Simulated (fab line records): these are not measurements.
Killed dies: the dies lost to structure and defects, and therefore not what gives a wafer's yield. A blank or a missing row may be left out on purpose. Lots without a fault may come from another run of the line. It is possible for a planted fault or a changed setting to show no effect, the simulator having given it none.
fab line records | flow ritCmos
[record] lots = 7 | wafers = 21 | lastDay = 7
route steps=202 shown NWELL@30 PWELL@39 M1@202
lots untouched by any fault: they come from a run of this same line in which no faults occurred
startH: hours from the record's opening day to when the first of the lot's shown wafers began | waitH: hours since the lot's step before | " the same as in the row above | L1.1+2: a single row standing in for several wafers | - either no value or no given start | * or withheld: withheld | < > ~ a bound
route shown NAME@n: a module of which the file shows steps, and the number in the route of the first | usual: average and standard deviation across the fault-free wafers | same: alike in all rows | chamber/n: place in a boat | sites: readings site by site | _std_site: their standard deviation | _edge_site: inner sites' mean taken away from outer sites' mean | radiusMm: how far each site lies from the wafer's centre | mask NAME#n: copy n | behind: the most recent tool/chamber to have shaped the wafer | hold: the reason the lot was held/the length of the hold in hours/how it ended | device: the n, p or np transistor that did not switch | end of line: the tests these same wafers got at the end of their route | where a step has no rows: the recipe by itself | killed: the dies lost at the first sort to structure and to defects; this is not the yield of the wafer | map: the dies of a wafer, with x for killed, . for not killed, _ for no die there
set.NAME: setting as actually run; set.NAME@STEP: the setting as run at that earlier step | model.NAME: the simulator's own value behind a step, which no gauge read
lots at selected steps of the route; one table per step, one row per wafer
services: the hour from which a tool's chamber was out of use, counted from the record's first day as startH (under 0 if before that day), plus the number of hours and why
[[steps]]
[step RIT_NWELL_SOFTBAKE_02]
[recipe] resist = NOVOLAK | tempC = 90 | timeS = 60
[step RIT_NWELL_EXPOSE_03]
[recipe] maskId = M2 | na = 0.57 | targetCdNm = 43900 | doseMj = 250
[step RIT_NWELL_PEB_04]
[recipe] resist = NOVOLAK | tempC = withheld | timeS = withheld
[step RIT_NWELL_DEVELOP_05]
[recipe] resist = NOVOLAK | developTimeS = 68 | devTempC = 23
[step RIT_NWELL_OVL_MEAS_06]
[usual] NWELL_OVL = 0.4/1.5
lot.wafer | tool       | chamber | startH | waitH | NWELL_OVL[nm]
L860.1    | overlay-02 | -       | 27.34  | -     | -1.8
L860.2    | "          | -       | "      | "     | -0.8
L860.5    | "          | -       | "      | "     | -0.4
L866.1    | overlay-02 | -       | 56.68  | -     | 1.0
L866.2    | "          | -       | "      | "     | 0.3
L866.4    | "          | -       | "      | "     | 1.1
L867.1    | overlay-02 | -       | 62.23  | -     | 3.1
L867.5    | "          | -       | "      | "     | 1.6
L867.6    | "          | -       | "      | "     | 1.7
L869.1    | overlay-01 | -       | 72.75  | -     | -1.6
L869.2    | "          | -       | "      | "     | -0.5
L869.4    | "          | -       | "      | "     | 1.3
L877.1    | overlay-01 | -       | 113.85 | -     | 2.4
L877.4    | "          | -       | "      | "     | 2.2
L877.5    | "          | -       | "      | "     | 2.8
L881.3    | overlay-01 | -       | 131.95 | -     | -0.4
L881.4    | "          | -       | "      | "     | -0.8
L881.5    | "          | -       | "      | "     | -0.3
L882.1    | overlay-02 | -       | 137.49 | -     | -0.2
L882.2    | "          | -       | "      | "     | -1.3
L882.3    | "          | -       | "      | "     | 0.3
[step RIT_NWELL_HARDBAKE_07]
[recipe] resist = NOVOLAK | tempC = 140 | timeS = 120
[step RIT_NWELL_IMPLANT_08]
[recipe] species = P | energyKev = 170 | doseCm2 = 5e+13 | tiltDeg = 7
[step RIT_NWELL_STRIP_09]
[recipe] chemistry = O2 | timeS = 180 | resist = NOVOLAK | platenTempC = withheld | powerW = 500 | pressureMtorr = 4000 | o2FlowSccm = 4000
[usual] drypumpMotorCurrentA = 5.73/0.29
lot.wafer | tool           | chamber | startH | waitH | drypumpMotorCurrentA | rfHoursCounterH
L860.1    | plasmaAsher-01 | 1       | 27.78  | 0.1   | 5.52                 | 39
L860.2    | "              | 0       | "      | "     | 6.21                 | 39
L860.5    | "              | 1       | "      | "     | 5.53                 | -
L866.1    | plasmaAsher-04 | 0       | 57.12  | 0.1   | 5.42                 | 40
L866.2    | "              | 1       | "      | "     | 5.60                 | 40
L866.4    | "              | 1       | "      | "     | 5.57                 | -
L867.1    | plasmaAsher-03 | 0       | 62.66  | 0.1   | 6.04                 | 27
L867.5    | "              | 0       | "      | "     | 6.07                 | -
L867.6    | "              | 1       | "      | "     | 5.82                 | -
L869.1    | plasmaAsher-03 | 0       | 73.18  | 0.1   | 6.08                 | 28
L869.2    | "              | 1       | "      | "     | 5.80                 | 28
L869.4    | "              | 0       | "      | "     | 6.05                 | -
L877.1    | plasmaAsher-01 | 0       | 114.29 | 0.1   | 6.22                 | 48
L877.4    | "              | 1       | "      | "     | 5.53                 | -
L877.5    | "              | 1       | "      | "     | 5.54                 | -
L881.3    | plasmaAsher-03 | 1       | 132.43 | 0.1   | 5.80                 | -
L881.4    | "              | 0       | "      | "     | 6.07                 | -
L881.5    | "              | 1       | "      | "     | 5.82                 | -
L882.1    | plasmaAsher-04 | 1       | 138.14 | 0.1   | 5.57                 | 2
L882.2    | "              | 0       | "      | "     | 5.44                 | 2
L882.3    | "              | 1       | "      | "     | 5.55                 | -
[step RIT_NWELL_TW_MEAS_10]
[usual] NWELL_TW = 2148/14
lot.wafer | tool         | chamber | startH | waitH | NWELL_TW
L860.1    | filmMetro-03 | -       | 27.95  | 0.1   | 2143
L860.2    | "            | -       | "      | "     | 2167
L860.5    | "            | -       | "      | "     | 2154
L866.1    | filmMetro-04 | -       | 57.29  | 0.1   | 2137
L866.2    | "            | -       | "      | "     | 2139
L866.4    | "            | -       | "      | "     | 2154
L867.1    | filmMetro-04 | -       | 62.84  | 0.1   | 2134
L867.5    | "            | -       | "      | "     | 2133
L867.6    | "            | -       | "      | "     | 2129
L869.1    | filmMetro-03 | -       | 73.36  | 0.1   | 2151
L869.2    | "            | -       | "      | "     | 2148
L869.4    | "            | -       | "      | "     | 2135
L877.1    | filmMetro-02 | -       | 114.46 | 0.1   | 2126
L877.4    | "            | -       | "      | "     | 2123
L877.5    | "            | -       | "      | "     | 2123
L881.3    | filmMetro-02 | -       | 132.57 | 0.1   | 2162
L881.4    | "            | -       | "      | "     | 2150
L881.5    | "            | -       | "      | "     | 2157
L882.1    | filmMetro-04 | -       | 138.31 | 0.1   | 2162
L882.2    | "            | -       | "      | "     | 2156
L882.3    | "            | -       | "      | "     | 2164
[step RIT_PWELL_HMDS_00]
[recipe] primeTimeS = 60 | primeTempC = 140
[step RIT_PWELL_COAT_01]
[recipe] resist = NOVOLAK | spinRpm = 2000 | resistThkNm = 1300
[step RIT_PWELL_SOFTBAKE_02]
[recipe] resist = NOVOLAK | tempC = 90 | timeS = 62.36
[usual] exhaustPa = 45.1/0.9 | plateSensorTCentreC = 90.969/0.0095 | plateSensorTEdgeC = 91.020/0.01
lot.wafer | tool          | chamber | startH | waitH | exhaustPa | plateSensorTCentreC | plateSensorTEdgeC
L860.1    | lithoTrack-01 | 0       | 28.31  | 0.1   | 45.4      | 90.978              | 91.045
L860.2    | "             | 0       | "      | "     | 45.6      | 90.961              | 91.040
L860.5    | "             | 0       | "      | "     | 44.7      | 90.970              | 91.014
L866.1    | lithoTrack-02 | 0       | 57.65  | 0.1   | 45.9      | 90.978              | 91.026
L866.2    | "             | 0       | "      | "     | 46.2      | 90.982              | 91.012
L866.4    | "             | 0       | "      | "     | 46.5      | 90.950              | 91.010
L867.1    | lithoTrack-03 | 0       | 63.20  | 0.1   | 45.5      | 90.957              | 91.021
L867.5    | "             | 0       | "      | "     | 46.0      | 90.973              | 91.032
L867.6    | "             | 0       | "      | "     | 45.3      | 90.967              | 91.023
L869.1    | lithoTrack-01 | 0       | 73.72  | 0.1   | 44.9      | 90.954              | 91.020
L869.2    | "             | 0       | "      | "     | 43.5      | 90.970              | 91.036
L869.4    | "             | 0       | "      | "     | 45.0      | 90.970              | 91.015
L877.1    | lithoTrack-02 | 0       | 114.82 | 0.1   | 44.8      | 90.967              | 91.012
L877.4    | "             | 0       | "      | "     | 44.4      | 90.971              | 91.031
L877.5    | "             | 0       | "      | "     | 45.8      | 90.950              | 91.028
L881.3    | lithoTrack-01 | 0       | 132.96 | 0.1   | 45.0      | 90.985              | 91.001
L881.4    | "             | 0       | "      | "     | 44.4      | 90.976              | 91.033
L881.5    | "             | 0       | "      | "     | 45.0      | 90.952              | 91.030
L882.1    | lithoTrack-02 | 0       | 138.67 | 0.1   | 43.2      | 90.965              | 91.019
L882.2    | "             | 0       | "      | "     | 42.5      | 90.960              | 91.006
L882.3    | "             | 0       | "      | "     | 43.6      | 90.962              | 91.023
[step RIT_PWELL_EXPOSE_03]
[recipe] maskId = M3 | na = 0.57 | targetCdNm = 43700 | doseMj = 250
lot.wafer  | tool            | chamber | startH | waitH | mask | model.PWELL.overlayXNm
L860.1+2+5 | ilineStepper-01 | 0       | 28.59  | 0.2   | M3#0 | -0.2977
L866.1+2+4 | ilineStepper-01 | 0       | 57.93  | 0.2   | M3#0 | 5496
L867.1+5+6 | ilineStepper-01 | 0       | 63.36  | 0.1   | M3#0 | 5497
L869.1+2+4 | ilineStepper-01 | 0       | 73.99  | 0.2   | M3#0 | 5497
L877.1+4+5 | ilineStepper-02 | 0       | 115.10 | 0.2   | M3#0 | -0.09517
L881.3+4+5 | ilineStepper-02 | 0       | 133.22 | 0.2   | M3#0 | -0.6353
L882.1+2+3 | ilineStepper-02 | 0       | 138.82 | 0.1   | M3#0 | -0.1553
[step RIT_PWELL_PEB_04]
[recipe] resist = NOVOLAK | tempC = withheld | timeS = withheld
[step RIT_PWELL_DEVELOP_05]
[recipe] resist = NOVOLAK | developTimeS = 68 | devTempC = 23
[step RIT_PWELL_OVL_MEAS_06]
[usual] PWELL_OVL = -0.9/1.6
lot.wafer | tool       | chamber | startH | waitH | PWELL_OVL[nm]
L860.1    | overlay-02 | -       | 29.02  | -     | 0.3
L860.2    | "          | -       | "      | "     | 1.9
L860.5    | "          | -       | "      | "     | -0.7
L866.1    | overlay-02 | -       | 58.36  | -     | -
L866.2    | "          | -       | "      | "     | -
L866.4    | "          | -       | "      | "     | -
L867.1    | overlay-01 | -       | 63.87  | -     | -
L867.5    | "          | -       | "      | "     | -
L867.6    | "          | -       | "      | "     | -
L869.1    | overlay-02 | -       | 74.42  | -     | -
L869.2    | "          | -       | "      | "     | -
L869.4    | "          | -       | "      | "     | -
L877.1    | overlay-01 | -       | 115.53 | -     | -0.7
L877.4    | "          | -       | "      | "     | -0.8
L877.5    | "          | -       | "      | "     | -0.4
L881.3    | overlay-01 | -       | 133.63 | -     | -2.2
L881.4    | "          | -       | "      | "     | -2.8
L881.5    | "          | -       | "      | "     | -3.0
L882.1    | overlay-02 | -       | 139.25 | -     | -3.9
L882.2    | "          | -       | "      | "     | -2.5
L882.3    | "          | -       | "      | "     | -2.9
[step RIT_PWELL_HARDBAKE_07]
[recipe] resist = NOVOLAK | tempC = 140 | timeS = 120
[step RIT_M1_PROBE_99]
[usual] killedAtFrontEnd = 7.2/2.5 | killedDies = 7.3/2.5 | killedOnRim = 2.0/1.4 | killedOpen = 3.8/1.9 | killedShort = 3.5/1.8
[same] grossDies = 264 | killed_at_M0_to_M3 = 0 | killed_at_M4_up = 0 | killedAtBackSide = 0 | killedAtContacts = 0 | killedAtOther = 0
lot.wafer | tool      | chamber | startH | waitH | killedAtFrontEnd | killedDies | killedOnRim | killedOpen | killedShort | model.etest.nmos_0p3.rOnOhmUm | model.etest.nmosTurned.driveUaUm | model.etest.nmosNarrow.driveUaUm | model.etest.nmos_0p3.driveUaUm | model.etest.wellEdgeRight.lineOhmUm | model.etest.pmos_0p3.overLimit | model.etest.retroEdgePmos.overLimit | model.etest.pmos_0p3.short
L860.1    | prober-01 | -       | 66.45  | 0.1   | 8                | 8          | 3           | 3          | 5           | 2097                          | 346                              | 234.9                            | 231.9                          | 180.4                               | 0                              | 0                                   | 0
L860.2    | prober-01 | -       | 66.50  | 0.1   | 8                | 8          | 4           | 4          | 4           | 2144                          | 334.2                            | 228                              | 224                            | 184.3                               | 0                              | 0                                   | 0
L860.5    | prober-01 | -       | 66.65  | 0.2   | 11               | 11         | 2           | 6          | 5           | 2135                          | 344.1                            | 230.2                            | 225.7                          | 180.7                               | 0                              | 0                                   | 0
L866.1    | prober-02 | -       | 96.18  | 0.1   | 264              | 264        | 70          | 5          | 3           | 1589                          | 605.4                            | 407.1                            | 394.9                          | 142.4                               | 1                              | 1                                   | 1
L866.2    | prober-02 | -       | 96.23  | 0.1   | 264              | 264        | 70          | 3          | 3           | 1542                          | 620.3                            | 408.4                            | 394.8                          | 142.4                               | 1                              | 1                                   | 1
L866.4    | prober-02 | -       | 96.33  | 0.2   | 264              | 264        | 70          | 1          | 1           | 1553                          | 612.9                            | 404                              | 400.8                          | 141.9                               | 1                              | 1                                   | 1
L867.1    | prober-01 | -       | 103.03 | 0.1   | 264              | 264        | 70          | 3          | 7           | 1515                          | 624.8                            | 410.2                            | 391.1                          | 141.7                               | 1                              | 1                                   | 1
L867.5    | prober-01 | -       | 103.23 | 0.2   | 264              | 264        | 70          | 3          | 4           | 1494                          | 643.5                            | 420.8                            | 407.3                          | 141.7                               | 1                              | 1                                   | 1
L867.6    | prober-01 | -       | 103.28 | 0.2   | 264              | 264        | 70          | 2          | 7           | 1514                          | 628.2                            | 416.4                            | 404.4                          | 141.1                               | 1                              | 1                                   | 1
L869.1    | prober-01 | -       | 112.17 | 0.1   | 264              | 264        | 70          | 6          | 3           | 1585                          | 602.7                            | 394.3                            | 389.2                          | 142.7                               | 1                              | 1                                   | 1
L869.2    | prober-01 | -       | 112.22 | 0.1   | 264              | 264        | 70          | 4          | 5           | 1598                          | 601.4                            | 395.2                            | 388.4                          | 142.6                               | 1                              | 1                                   | 1
L869.4    | prober-01 | -       | 112.32 | 0.2   | 264              | 264        | 70          | 4          | 1           | 1622                          | 602.3                            | 384                              | 388.5                          | 142                                 | 1                              | 1                                   | 1
L877.1    | prober-02 | -       | 152.76 | 0.1   | 10               | 10         | 2           | 6          | 4           | 2204                          | 326.8                            | 232.4                            | 228.4                          | 184.2                               | 0                              | 0                                   | 0
L877.4    | prober-02 | -       | 152.91 | 0.2   | 8                | 8          | 4           | 5          | 3           | 2161                          | 330.2                            | 233                              | 231.9                          | 182.4                               | 0                              | 0                                   | 0
L877.5    | prober-02 | -       | 152.96 | 0.2   | 9                | 9          | 2           | 1          | 8           | 2150                          | 332.4                            | 234                              | 233.6                          | 184.4                               | 0                              | 0                                   | 0
L881.3    | prober-02 | -       | 172.11 | 0.2   | 6                | 6          | 1           | 3          | 3           | 2216                          | 308.6                            | 218.4                            | 219.7                          | 181.1                               | 0                              | 0                                   | 0
L881.4    | prober-02 | -       | 172.16 | 0.2   | 10               | 10         | 2           | 6          | 4           | 2211                          | 319.1                            | 223.3                            | 225.2                          | 186.4                               | 0                              | 0                                   | 0
L881.5    | prober-02 | -       | 172.21 | 0.2   | 4                | 4          | 0           | 1          | 3           | 2205                          | 308.6                            | 227.9                            | 223.3                          | 183.4                               | 0                              | 0                                   | 0
L882.1    | prober-01 | -       | 173.80 | 0.1   | 4                | 4          | 1           | 3          | 1           | 2236                          | 300.1                            | 219.6                            | 218.8                          | 183.4                               | 0                              | 0                                   | 0
L882.2    | prober-01 | -       | 173.85 | 0.1   | 12               | 12         | 1           | 7          | 5           | 2209                          | 306.7                            | 227.1                            | 222.4                          | 182.4                               | 0                              | 0                                   | 0
L882.3    | prober-01 | -       | 173.90 | 0.2   | 12               | 12         | 4           | 3          | 9           | 2178                          | 313                              | 219.4                            | 218.1                          | 184.1                               | 0                              | 0                                   | 0
// killed by level:class
L860.1 GATE:geometricParticle:short=4 SPACER:geometricParticle:open=2 FOX1:geometricParticle:short=1 GATE:geometricParticle:open=1
L860.2 GATE:geometricParticle:open=3 SILICIDE:geometricParticle:short=2 FOX2:geometricParticle:open=1 GATE:geometricParticle:short=1 REOX:geometricParticle:short=1
L860.5 REOX:geometricParticle:open=3 GATE:geometricParticle:short=2 REOX:geometricParticle:short=2 FOX1:geometricParticle:short=1 FOX2:geometricParticle:open=1 GATE:geometricParticle:open=1 SILICIDE:geometricParticle:open=1
L866.1 PWELL:overlay=256 SILICIDE:geometricParticle:open=5 FOX2:geometricParticle:short=1 SPACER:geometricParticle:short=1 SILICIDE:geometricParticle:short=1
L866.2 PWELL:overlay=258 FOX1:geometricParticle:open=2 GATE:geometricParticle:short=2 SPACER:geometricParticle:short=1 SILICIDE:geometricParticle:open=1
L866.4 PWELL:overlay=261 FOX1:geometricParticle:open=1 SILICIDE:geometricParticle:short=1 GATE:coatMicrobubblePrinted=1
L867.1 PWELL:overlay=254 REOX:geometricParticle:short=4 FOX2:geometricParticle:short=2 REOX:geometricParticle:open=2 GATE:geometricParticle:open=1 SILICIDE:geometricParticle:short=1
L867.5 PWELL:overlay=257 GATE:geometricParticle:short=3 FOX1:geometricParticle:open=2 GATE:geometricParticle:open=1 REOX:geometricParticle:short=1
L867.6 PWELL:overlay=255 GATE:geometricParticle:short=5 FOX2:geometricParticle:short=1 FOX1:geometricParticle:open=1 SILICIDE:geometricParticle:short=1 SILICIDE:geometricParticle:open=1
L869.1 PWELL:overlay=255 GATE:geometricParticle:open=3 SPACER:geometricParticle:short=2 SILICIDE:geometricParticle:open=2 SPACER:geometricParticle:open=1 SILICIDE:geometricParticle:short=1
L869.2 PWELL:overlay=255 GATE:geometricParticle:short=2 SPACER:geometricParticle:open=2 SPACER:geometricParticle:short=2 REOX:geometricParticle:open=1 REOX:geometricParticle:short=1 SILICIDE:geometricParticle:open=1
L869.4 PWELL:overlay=259 FOX1:geometricParticle:open=1 GATE:geometricParticle:short=1 GATE:geometricParticle:open=1 REOX:geometricParticle:open=1 SPACER:geometricParticle:open=1
L877.1 FOX1:geometricParticle:short=2 GATE:geometricParticle:open=2 SPACER:geometricParticle:open=2 FOX2:geometricParticle:open=1 GATE:geometricParticle:short=1 REOX:geometricParticle:open=1 SPACER:geometricParticle:short=1
L877.4 GATE:geometricParticle:open=2 REOX:geometricParticle:short=2 FOX1:geometricParticle:open=1 REOX:geometricParticle:open=1 SPACER:geometricParticle:open=1 SPACER:geometricParticle:short=1
L877.5 REOX:geometricParticle:short=3 GATE:geometricParticle:short=2 SPACER:geometricParticle:short=2 GATE:geometricParticle:open=1 SILICIDE:geometricParticle:short=1
L881.3 GATE:geometricParticle:open=3 GATE:geometricParticle:short=3
L881.4 GATE:geometricParticle:open=4 SPACER:geometricParticle:open=2 FOX2:geometricParticle:short=1 GATE:geometricParticle:short=1 REOX:geometricParticle:short=1 SPACER:geometricParticle:short=1
L881.5 GATE:geometricParticle:short=3 REOX:geometricParticle:open=1
L882.1 SPACER:geometricParticle:open=2 FOX2:geometricParticle:short=1 SILICIDE:geometricParticle:open=1
L882.2 SPACER:geometricParticle:open=3 GATE:geometricParticle:short=2 SPACER:geometricParticle:short=2 FOX1:geometricParticle:open=1 FOX1:geometricParticle:short=1 FOX2:geometricParticle:open=1 GATE:geometricParticle:open=1 REOX:geometricParticle:open=1
L882.3 GATE:geometricParticle:short=3 REOX:geometricParticle:short=2 SILICIDE:geometricParticle:short=2 FOX1:geometricParticle:short=1 GATE:geometricParticle:open=1 REOX:geometricParticle:open=1 SPACER:geometricParticle:open=1 SPACER:geometricParticle:short=1
// map L866.1 (x killed, . not)
________xxxxxxx_______
_____xxxxxxxxxxxxx____
____xxxxxxxxxxxxxxx___
___xxxxxxxxxxxxxxxxx__
__xxxxxxxxxxxxxxxxxxx_
__xxxxxxxxxxxxxxxxxxx_
_xxxxxxxxxxxxxxxxxxxxx
_xxxxxxxxxxxxxxxxxxxxx
_xxxxxxxxxxxxxxxxxxxxx
_xxxxxxxxxxxxxxxxxxxxx
__xxxxxxxxxxxxxxxxxxx_
__xxxxxxxxxxxxxxxxxxx_
___xxxxxxxxxxxxxxxxx__
____xxxxxxxxxxxxxxx___
_____xxxxxxxxxxxxx____
________xxxxxxx_______
// map L867.1 (x killed, . not)
________xxxxxxx_______
_____xxxxxxxxxxxxx____
____xxxxxxxxxxxxxxx___
___xxxxxxxxxxxxxxxxx__
__xxxxxxxxxxxxxxxxxxx_
__xxxxxxxxxxxxxxxxxxx_
_xxxxxxxxxxxxxxxxxxxxx
_xxxxxxxxxxxxxxxxxxxxx
_xxxxxxxxxxxxxxxxxxxxx
_xxxxxxxxxxxxxxxxxxxxx
__xxxxxxxxxxxxxxxxxxx_
__xxxxxxxxxxxxxxxxxxx_
___xxxxxxxxxxxxxxxxx__
____xxxxxxxxxxxxxxx___
_____xxxxxxxxxxxxx____
________xxxxxxx_______
[[services]]
tool            | chamber | startH | hours | kind
ilineStepper-02 | 0       | 19.66  | -     | calibration
plasmaAsher-03  | -       | 24.30  | 2.2   | repair
plasmaAsher-03  | -       | 80.05  | 2.8   | pm
ilineStepper-01 | 0       | 81.80  | -     | calibration
plasmaAsher-01  | -       | 86.60  | 2.0   | repair
plasmaAsher-04  | -       | 108.75 | 9.0   | pm
plasmaAsher-04  | 0       | 108.75 | 9.0   | ventCycle
plasmaAsher-04  | 1       | 108.75 | 9.0   | ventCycle
plasmaAsher-04  | 0       | 117.75 | -     | clean
plasmaAsher-04  | 1       | 117.75 | -     | clean
[[key]]
[firstSign] step = RIT_PWELL_OVL_MEAS_06 | reading = PWELL_OVL | direction = missing
[effect] step = RIT_M1_PROBE_99 | reading = killedAtFrontEnd | direction = up | sigmas = 99+ | usual = 7.2 | struck = 264
[modelEffect] step = RIT_PWELL_EXPOSE_03 | value = PWELL.overlayXNm | without = -0.2435 | struck = 5497
[modelEffect] step = RIT_M1_PROBE_99 | value = etest.nmos_0p3.rOnOhmUm | without = 2178 | struck = 1557
[moreKillsBornAt] RIT_PWELL_EXPOSE_03@ilineStepper-01 = 2310
metAt RIT_PWELL_EXPOSE_03
struckWafers L866.1,L866.2,L866.4,L867.1,L867.5,L867.6,L869.1,L869.2,L869.4
testerLeftOut L866,L867,L869
onsetBetween 28.59 57.93
[fault] kind = scannerMatchingOverlay | tool = ilineStepper-01 | chamber = - | onsetH = 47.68 | steps = RIT_PWELL_EXPOSE_03 | offset = 5497.2
// testerLeftOut: of these lots the tester's yield and bins aren't shown, on N5 and GAA mostly nor the transistor test; their killed dies are dies lost to structure and defects alone, not to doping, threshold or leakage, so they don't give the yield
